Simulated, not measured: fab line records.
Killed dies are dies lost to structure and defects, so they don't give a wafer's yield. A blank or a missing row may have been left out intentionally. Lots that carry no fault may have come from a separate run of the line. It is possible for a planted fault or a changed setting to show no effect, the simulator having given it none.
fab line records	flow rit_cmos
record: lots: 14	wafers: 42	last_day: 7
route steps=202 shown PWELL@47 M1@202
lots that met no fault: taken from a fault-free run of the same line
start_h: hours from the record's first day to the start of the lot's first wafer shown	wait_h: how many hours have passed since the lot's step before this one	" as in the row above	L1.1+2: one row covering several wafers at once	- either no value or no given start	* or withheld: withheld	< > ~ a bound
route shown NAME@n: names a module that has steps shown in the file, with the first one's number in the route	usual: the fault-free wafers' mean and standard deviation	same: alike in all rows	chamber/n: place in a boat	sites: readings site by site	_std_site: standard deviation of those values	_edge_site: mean of outer sites minus mean of inner sites	radius_mm: for every site, how far away it sits from the centre of the wafer	mask NAME#n: copy n	behind: tool/chamber where the wafer was last shaped	hold: reason for holding the lot/hours on hold/outcome of the hold	device: the transistor (n, p or np) that didn't switch	end of line: the same wafers' tests at the end of the route	a step without rows: its recipe alone	killed: dies that structure and defects cost at the first sort, which is not the same as the wafer's yield	map: a wafer's dies, marking killed ones x, the rest . and places with no die _
set.NAME: the run value of the setting; set.NAME@STEP: its run value at that earlier step	model.NAME: the simulator's own value behind a step, which no gauge read
steps of the route over a sample of lots; a table a step, a row a wafer
services: when a tool's chamber went out of use (start_h, in hours from the record's first day, below 0 if earlier), for how many hours, and the reason
== steps ==
step: RIT_PWELL_IMPLANT_08
recipe: species: B	energy_kev: 169	dose_cm2: 7e+13	tilt_deg: 7
usual: dose_ions_cm2: 6.999e+13/7.6e+10	faraday_current_uA: 222/4.4
lot.wafer	tool	chamber	start_h	wait_h	dose_ions_cm2	faraday_current_uA
L349.1	implanter-04	0	35.42	0.2	7.001e+13	222
L349.3	"	0	"	"	7.002e+13	221
L349.6	"	0	"	"	7.006e+13	218
L350.2	implanter-03	0	35.70	0.2	7.003e+13	226
L350.5	"	0	"	"	7.008e+13	224
L350.6	"	0	"	"	6.996e+13	222
L351.4	implanter-02	0	40.36	0.2	7.009e+13	218
L351.5	"	0	"	"	7.007e+13	231
L351.6	"	0	"	"	7.001e+13	232
L352.1	implanter-04	0	43.97	0.2	6.993e+13	226
L352.5	"	0	"	"	7.001e+13	217
L352.6	"	0	"	"	7.003e+13	222
L353.1	implanter-02	0	49.12	0.2	6.995e+13	225
L353.3	"	0	"	"	7.003e+13	222
L353.6	"	0	"	"	6.993e+13	218
L355.4	implanter-04	0	60.23	0.2	6.997e+13	224
L355.5	"	0	"	"	7.004e+13	215
L355.6	"	0	"	"	6.996e+13	230
L357.1	implanter-03	0	71.86	0.2	7.011e+13	223
L357.4	"	0	"	"	6.99e+13	228
L357.6	"	0	"	"	6.991e+13	216
L359.3	implanter-04	0	83.17	0.2	6.994e+13	217
L359.4	"	0	"	"	7e+13	213
L359.5	"	0	"	"	6.996e+13	225
L362.1	implanter-04	0	93.92	0.2	6.984e+13	223
L362.2	"	0	"	"	6.991e+13	226
L362.3	"	0	"	"	6.998e+13	222
L363.2	implanter-04	0	100.99	0.2	5.095e+13	155
L363.5	"	0	"	"	5.098e+13	161
L363.6	"	0	"	"	5.099e+13	161
L364.2	implanter-03	0	106.11	0.2	6.994e+13	228
L364.5	"	0	"	"	7.002e+13	227
L364.6	"	0	"	"	7.01e+13	221
L366.2	implanter-04	0	113.82	0.2	5.089e+13	165
L366.5	"	0	"	"	5.091e+13	161
L366.6	"	0	"	"	5.081e+13	159
L369.2	implanter-03	0	127.79	0.2	6.995e+13	222
L369.3	"	0	"	"	7.009e+13	221
L369.4	"	0	"	"	7.011e+13	223
L370.2	implanter-02	0	135.18	0.2	7.002e+13	218
L370.5	"	0	"	"	7.01e+13	220
L370.6	"	0	"	"	7.011e+13	221
step: RIT_PWELL_TW_MEAS_10
usual: PWELL_TW: 955/11
lot.wafer	tool	chamber	start_h	wait_h	hold	PWELL_TW
L349.1	film_metro-02	-	35.75	0.1	-	939
L349.3	"	-	"	"	-	939
L349.6	"	-	"	"	-	942
L350.2	film_metro-02	-	36.01	0.1	-	937
L350.5	"	-	"	"	-	938
L350.6	"	-	"	"	-	935
L351.4	film_metro-02	-	40.64	0.1	-	946
L351.5	"	-	"	"	-	941
L351.6	"	-	"	"	-	941
L352.1	film_metro-01	-	44.30	0.1	-	960
L352.5	"	-	"	"	-	966
L352.6	"	-	"	"	-	961
L353.1	film_metro-02	-	49.44	0.1	-	937
L353.3	"	-	"	"	-	937
L353.6	"	-	"	"	-	936
L355.4	film_metro-01	-	60.51	0.1	-	961
L355.5	"	-	"	"	-	969
L355.6	"	-	"	"	-	965
L357.1	film_metro-01	-	72.33	0.1	-	962
L357.4	"	-	"	"	-	963
L357.6	"	-	"	"	-	961
L359.3	film_metro-01	-	83.47	0.1	-	957
L359.4	"	-	"	"	-	960
L359.5	"	-	"	"	-	953
L362.1	film_metro-02	-	94.25	0.1	-	937
L362.2	"	-	"	"	-	937
L362.3	"	-	"	"	-	936
L363.2	film_metro-01	-	101.30	0.1	await_dispo/0.2h/release	871
L363.5	"	-	"	"	await_dispo/0.2h/release	874
L363.6	"	-	"	"	await_dispo/0.2h/release	873
L363.2	film_metro-01	-	101.53	0.2	-	870
L363.5	"	-	"	"	-	873
L363.6	"	-	"	"	-	878
L364.2	film_metro-01	-	106.42	0.1	-	960
L364.5	"	-	"	"	-	965
L364.6	"	-	"	"	-	967
L366.2	film_metro-01	-	114.13	0.1	await_dispo/0.2h/release	871
L366.5	"	-	"	"	await_dispo/0.2h/release	875
L366.6	"	-	"	"	await_dispo/0.2h/release	875
L366.2	film_metro-01	-	114.35	0.2	-	877
L366.5	"	-	"	"	-	871
L366.6	"	-	"	"	-	870
L369.2	film_metro-01	-	128.10	0.1	-	951
L369.3	"	-	"	"	-	951
L369.4	"	-	"	"	-	953
L370.2	film_metro-01	-	135.49	0.1	-	954
L370.5	"	-	"	"	-	957
L370.6	"	-	"	"	-	955
step: RIT_WELLDRIVE_RS_MEAS_02
recipe: thk_meas_gauge: four-point-probe
usual: PWELL_RS: 430.0/1.4
lot.wafer	tool	chamber	start_h	wait_h	hold	PWELL_RS[ohm/sq]
L349.1	film_metro-03	-	41.37	0.1	-	430.4
L349.3	"	-	"	"	-	429.9
L349.6	"	-	"	"	-	429.0
L350.2	film_metro-01	-	41.52	0.1	-	431.0
L350.5	"	-	"	"	-	429.7
L350.6	"	-	"	"	-	430.4
L351.4	film_metro-02	-	47.32	0.1	-	429.8
L351.5	"	-	"	"	-	429.0
L351.6	"	-	"	"	-	427.6
L352.1	film_metro-01	-	49.56	0.1	-	432.4
L352.5	"	-	"	"	-	430.9
L352.6	"	-	"	"	-	431.6
L353.1	film_metro-03	-	54.71	0.1	-	430.8
L353.3	"	-	"	"	-	429.8
L353.6	"	-	"	"	-	429.9
L355.4	film_metro-02	-	67.32	0.1	-	430.5
L355.5	"	-	"	"	-	431.8
L355.6	"	-	"	"	-	430.8
L357.1	film_metro-01	-	77.60	0.1	-	427.6
L357.4	"	-	"	"	-	428.9
L357.6	"	-	"	"	-	427.4
L359.3	film_metro-01	-	89.12	0.1	-	429.1
L359.4	"	-	"	"	-	429.9
L359.5	"	-	"	"	-	429.4
L362.1	film_metro-01	-	100.47	0.1	-	432.0
L362.2	"	-	"	"	-	430.9
L362.3	"	-	"	"	-	430.0
L363.2	film_metro-02	-	110.66	0.1	await_dispo/0.2h/release	526.7
L363.5	"	-	"	"	await_dispo/0.2h/release	524.6
L363.6	"	-	"	"	await_dispo/0.2h/release	525.6
L363.2	film_metro-02	-	110.97	0.3	-	527.6
L363.5	"	-	"	"	-	525.9
L363.6	"	-	"	"	-	525.8
L364.2	film_metro-02	-	113.30	0.1	-	431.2
L364.5	"	-	"	"	-	429.9
L364.6	"	-	"	"	-	430.4
L366.2	film_metro-01	-	126.43	0.1	await_dispo/0.2h/release	525.2
L366.5	"	-	"	"	await_dispo/0.2h/release	526.1
L366.6	"	-	"	"	await_dispo/0.2h/release	524.4
L366.2	film_metro-01	-	126.72	0.3	-	524.0
L366.5	"	-	"	"	-	525.4
L366.6	"	-	"	"	-	525.3
L369.2	film_metro-03	-	134.21	0.1	-	431.1
L369.3	"	-	"	"	-	431.2
L369.4	"	-	"	"	-	431.8
L370.2	film_metro-02	-	140.76	0.1	-	430.1
L370.5	"	-	"	"	-	429.5
L370.6	"	-	"	"	-	430.0
step: RIT_M1_PROBE_99
usual: defect_limited_yield: 97.2/1.3	killed_at_contacts: 0.1/0.27	killed_at_front_end: 7/3.3	killed_dies: 7/3.3	killed_open: 3.5/2	killed_short: 3.8/2.2	sort_bin_3_pad_short: 0.2/0.27	sort_bin_5_function: 1.6/0.86	sort_bin_6_memory: 1.1/0.66	sort_n_pass: 257/3.3	sort_yield_pct: 97.2/1.3
same: gross_dies: 264	killed_at_M0_to_M3: 0	killed_at_M4_up: 0	killed_at_back_side: 0	killed_at_other: 0
lot.wafer	tool	chamber	start_h	wait_h	defect_limited_yield[%]	killed_at_contacts	killed_at_front_end	killed_dies	killed_open	killed_short	sort_bin_3_pad_short[%]	sort_bin_5_function[%]	sort_bin_6_memory[%]	sort_n_pass	sort_yield_pct[%]
L349.1	prober-01	-	74.04	0.1	96.6	0	9	9	5	4	0	1.9	1.5	255	96.6
L349.3	prober-01	-	74.14	0.2	96.6	0	9	9	2	6	0.4	2.3	0.8	255	96.6
L349.6	prober-01	-	74.29	0.2	98.1	0	5	5	3	2	0	0.8	1.1	259	98.1
L350.2	prober-02	-	75.59	0.1	97.3	0	7	7	2	5	0.4	0.8	1.5	257	97.3
L350.5	prober-02	-	75.74	0.2	97.7	0	6	6	3	3	0.4	1.5	0.4	258	97.7
L350.6	prober-02	-	75.79	0.2	97.3	0	7	7	3	4	0.4	1.1	1.1	257	97.3
L351.4	prober-01	-	79.60	0.2	97.7	1	5	6	3	3	0	1.5	0.8	258	97.7
L351.5	prober-01	-	79.65	0.2	98.5	0	4	4	2	2	0	0.8	0.8	260	98.5
L351.6	prober-01	-	79.70	0.2	95.8	0	11	11	5	6	0	2.7	1.5	253	95.8
L352.1	prober-02	-	81.27	0.1	97.0	0	8	8	4	4	0	1.5	1.5	256	97.0
L352.5	prober-02	-	81.47	0.2	97.7	0	6	6	4	2	0	1.9	0.4	258	97.7
L352.6	prober-02	-	81.52	0.2	97.0	0	8	8	6	1	0	1.9	1.1	256	97.0
L353.1	prober-01	-	83.51	0.1	97.7	0	6	6	3	3	0	1.5	0.8	258	97.7
L353.3	prober-01	-	83.61	0.2	98.5	0	4	4	2	2	0	0.8	0.8	260	98.5
L353.6	prober-01	-	83.76	0.2	97.7	0	6	6	2	4	0	1.1	1.1	258	97.7
L355.4	prober-01	-	98.03	0.2	98.1	0	5	5	3	2	0.4	1.1	0.4	259	98.1
L355.5	prober-01	-	98.08	0.2	97.7	0	6	6	4	2	0	1.9	0.4	258	97.7
L355.6	prober-01	-	98.13	0.2	98.1	0	5	5	2	3	0	1.5	0.4	259	98.1
L357.1	prober-01	-	107.58	0.1	96.6	0	9	9	4	5	0	1.9	1.5	255	96.6
L357.4	prober-01	-	107.73	0.2	97.7	0	6	6	4	2	0	1.1	1.1	258	97.7
L357.6	prober-01	-	107.83	0.2	97.7	0	6	6	2	4	0	1.1	1.1	258	97.7
L359.3	prober-01	-	123.10	0.2	95.1	0	13	13	6	7	0.4	2.7	1.9	251	95.1
L359.4	prober-01	-	123.15	0.2	98.5	0	4	4	3	1	0	0.4	1.1	260	98.5
L359.5	prober-01	-	123.20	0.2	95.8	0	11	11	4	7	0.8	2.7	0.8	253	95.8
L362.1	prober-02	-	132.29	0.1	97.0	0	8	8	4	4	0	2.3	0.8	256	97.0
L362.2	prober-02	-	132.34	0.1	97.3	0	7	7	6	1	0.4	1.1	1.1	257	97.3
L362.3	prober-02	-	132.39	0.2	98.1	0	5	5	3	2	0	1.5	0.4	259	98.1
L364.2	prober-02	-	143.59	0.1	97.3	0	7	7	4	3	0.4	1.5	0.8	257	97.3
L364.5	prober-02	-	143.74	0.2	96.2	1	9	10	4	6	0	2.3	1.5	254	96.2
L364.6	prober-02	-	143.79	0.2	98.1	0	5	5	3	2	0	1.5	0.4	259	98.1
L369.2	prober-01	-	164.22	0.1	97.3	1	6	7	2	5	0.4	1.5	0.8	257	97.3
L369.3	prober-01	-	164.27	0.2	97.3	0	7	7	6	1	0	1.5	1.1	257	97.3
L369.4	prober-01	-	164.32	0.2	98.1	0	5	5	2	3	0	0	1.9	259	98.1
L370.2	prober-02	-	173.40	0.1	98.9	0	3	3	1	2	0	1.1	0	261	98.9
L370.5	prober-02	-	173.55	0.2	97.0	0	8	8	2	6	0.8	0.8	1.5	256	97.0
L370.6	prober-02	-	173.60	0.2	97.3	0	7	7	3	4	0	1.5	1.1	257	97.3
killed by level:class
L349.1 GATE:geometric_particle:short=2 REOX:geometric_particle:short=2 REOX:geometric_particle:open=2 SILICIDE:geometric_particle:open=2 GATE:geometric_particle:open=1
L349.3 SPACER:geometric_particle:short=3 GATE:geometric_particle:short=2 FOX2:geometric_particle:short=1 GATE:geometric_particle:open=1 REOX:geometric_particle:open=1 GATE:coat_microbubble_printed=1
L349.6 GATE:geometric_particle:open=2 GATE:geometric_particle:short=2 FOX2:geometric_particle:open=1
L350.2 GATE:geometric_particle:short=2 SPACER:geometric_particle:open=2 SPACER:geometric_particle:short=2 SILICIDE:geometric_particle:short=1
L350.5 GATE:geometric_particle:short=2 SPACER:geometric_particle:open=2 FOX1:geometric_particle:short=1 GATE:geometric_particle:open=1
L350.6 GATE:geometric_particle:open=2 GATE:geometric_particle:short=2 SILICIDE:geometric_particle:short=2 SILICIDE:geometric_particle:open=1
L351.4 FOX2:geometric_particle:short=1 GATE:geometric_particle:open=1 REOX:geometric_particle:open=1 SPACER:geometric_particle:short=1 SILICIDE:geometric_particle:open=1 CONTACT:geometric_particle:short=1
L351.5 FOX2:geometric_particle:short=1 FOX2:geometric_particle:open=1 GATE:geometric_particle:open=1 REOX:geometric_particle:short=1
L351.6 FOX2:geometric_particle:short=3 GATE:geometric_particle:open=2 REOX:geometric_particle:short=2 SILICIDE:geometric_particle:open=2 FOX2:geometric_particle:open=1 SILICIDE:geometric_particle:short=1
L352.1 SPACER:geometric_particle:open=2 SILICIDE:geometric_particle:short=2 FOX1:geometric_particle:open=1 GATE:geometric_particle:short=1 SPACER:geometric_particle:short=1 SILICIDE:geometric_particle:open=1
L352.5 REOX:geometric_particle:open=3 FOX1:geometric_particle:open=1 GATE:geometric_particle:short=1 REOX:geometric_particle:short=1
L352.6 REOX:geometric_particle:open=4 FOX1:geometric_particle:open=2 GATE:geometric_particle:short=1 NRETRO:coat_microbubble_printed=1
L353.1 GATE:geometric_particle:open=2 SPACER:geometric_particle:short=2 REOX:geometric_particle:open=1 SILICIDE:geometric_particle:short=1
L353.3 GATE:geometric_particle:short=1 GATE:geometric_particle:open=1 REOX:geometric_particle:open=1 SILICIDE:geometric_particle:short=1
L353.6 GATE:geometric_particle:short=2 FOX2:geometric_particle:short=1 GATE:geometric_particle:open=1 SILICIDE:geometric_particle:open=1 SILICIDE:geometric_particle:short=1
L355.4 GATE:geometric_particle:open=3 GATE:geometric_particle:short=1 SPACER:geometric_particle:short=1
L355.5 SILICIDE:geometric_particle:open=2 FOX1:geometric_particle:open=1 FOX2:geometric_particle:open=1 GATE:geometric_particle:short=1 REOX:geometric_particle:short=1
L355.6 GATE:geometric_particle:open=2 SILICIDE:geometric_particle:short=2 SPACER:geometric_particle:short=1
L357.1 SPACER:geometric_particle:short=3 FOX1:geometric_particle:short=1 FOX2:geometric_particle:open=1 GATE:geometric_particle:short=1 GATE:geometric_particle:open=1 REOX:geometric_particle:open=1 SILICIDE:geometric_particle:open=1
L357.4 GATE:geometric_particle:open=2 FOX1:geometric_particle:short=1 GATE:geometric_particle:short=1 REOX:geometric_particle:open=1 SPACER:geometric_particle:open=1
L357.6 FOX1:geometric_particle:short=2 GATE:geometric_particle:short=2 GATE:geometric_particle:open=1 SPACER:geometric_particle:open=1
L359.3 FOX1:geometric_particle:short=3 SILICIDE:geometric_particle:open=3 SPACER:geometric_particle:short=2 FOX1:geometric_particle:open=1 FOX2:geometric_particle:short=1 GATE:geometric_particle:short=1 GATE:geometric_particle:open=1 REOX:geometric_particle:open=1
L359.4 REOX:geometric_particle:open=2 FOX1:geometric_particle:open=1 SPACER:geometric_particle:short=1
L359.5 GATE:geometric_particle:short=3 FOX2:geometric_particle:short=2 GATE:geometric_particle:open=2 FOX1:geometric_particle:open=1 FOX1:geometric_particle:short=1 REOX:geometric_particle:short=1 SILICIDE:geometric_particle:open=1
L362.1 FOX1:geometric_particle:short=2 FOX1:geometric_particle:open=2 FOX2:geometric_particle:open=1 GATE:geometric_particle:short=1 REOX:geometric_particle:open=1 SILICIDE:geometric_particle:short=1
L362.2 FOX1:geometric_particle:open=2 REOX:geometric_particle:open=2 FOX2:geometric_particle:open=1 GATE:geometric_particle:short=1 GATE:geometric_particle:open=1
L362.3 FOX2:geometric_particle:open=1 GATE:geometric_particle:short=1 SPACER:geometric_particle:open=1 SPACER:geometric_particle:short=1 SILICIDE:geometric_particle:open=1
L364.2 GATE:geometric_particle:open=2 GATE:geometric_particle:short=1 SPACER:geometric_particle:open=1 SPACER:geometric_particle:short=1 SILICIDE:geometric_particle:short=1 SILICIDE:geometric_particle:open=1
L364.5 GATE:geometric_particle:short=3 GATE:geometric_particle:open=2 FOX1:geometric_particle:short=1 FOX2:geometric_particle:open=1 FOX2:geometric_particle:short=1 SPACER:geometric_particle:short=1 CONTACT:geometric_particle:open=1
L364.6 GATE:geometric_particle:open=2 GATE:geometric_particle:short=1 SILICIDE:geometric_particle:open=1 SILICIDE:geometric_particle:short=1
L369.2 REOX:geometric_particle:short=2 ACTIVE:geometric_particle:short=1 FOX1:geometric_particle:short=1 FOX1:geometric_particle:open=1 SILICIDE:geometric_particle:short=1 CONTACT:geometric_particle:open=1
L369.3 SILICIDE:geometric_particle:open=2 ACTIVE:geometric_particle:open=1 FOX1:geometric_particle:short=1 FOX1:geometric_particle:open=1 FOX2:geometric_particle:open=1 GATE:geometric_particle:open=1
L369.4 FOX1:geometric_particle:short=2 SILICIDE:geometric_particle:open=2 GATE:geometric_particle:short=1
L370.2 GATE:geometric_particle:short=2 GATE:geometric_particle:open=1
L370.5 GATE:geometric_particle:short=4 GATE:geometric_particle:open=2 FOX1:geometric_particle:short=1 SILICIDE:geometric_particle:short=1
L370.6 FOX2:geometric_particle:short=2 GATE:geometric_particle:open=2 FOX1:geometric_particle:open=1 GATE:geometric_particle:short=1 REOX:geometric_particle:short=1
== services ==
tool	chamber	start_h	hours	kind
implanter-02	-	28.50	4.6	pm
implanter-02	-	55.32	15.0	repair
implanter-02	-	61.41	2.1	repair
implanter-04	-	127.24	5.9	repair
== key ==
first_sign: step: RIT_PWELL_IMPLANT_08	reading: dose_ions_cm2	direction: down	sigmas: 99+	usual: 6.999e+13	struck: 5.092e+13
effect: step: RIT_PWELL_IMPLANT_08	reading: faraday_current_uA	direction: down	sigmas: 14	usual: 222	struck: 160
effect: step: RIT_PWELL_TW_MEAS_10	reading: visit	direction: added
effect: step: RIT_PWELL_TW_MEAS_10	reading: PWELL_TW	direction: down	sigmas: 7.5	usual: 955	struck: 873
effect: step: RIT_WELLDRIVE_RS_MEAS_02	reading: visit	direction: added
effect: step: RIT_WELLDRIVE_RS_MEAS_02	reading: PWELL_RS	direction: up	sigmas: 70	usual: 430.0	struck: 525.4
met_at RIT_PWELL_IMPLANT_08
struck_lots L363,L366
scrapped_behind RIT_WELLDRIVE_RS_MEAS_02 L363.2,L363.5,L363.6,L366.2,L366.5,L366.6
onset_between 93.92 100.99
fault: kind: process_parameter_drift	tool: implanter-04	chamber: -	onset_h: 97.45	steps: RIT_PWELL_IMPLANT_08	channel: dose_cm2	offset: -1.9043e+13	shape: step	end_h: 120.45	acts_in: these_recipes_only	stated: 7e+13
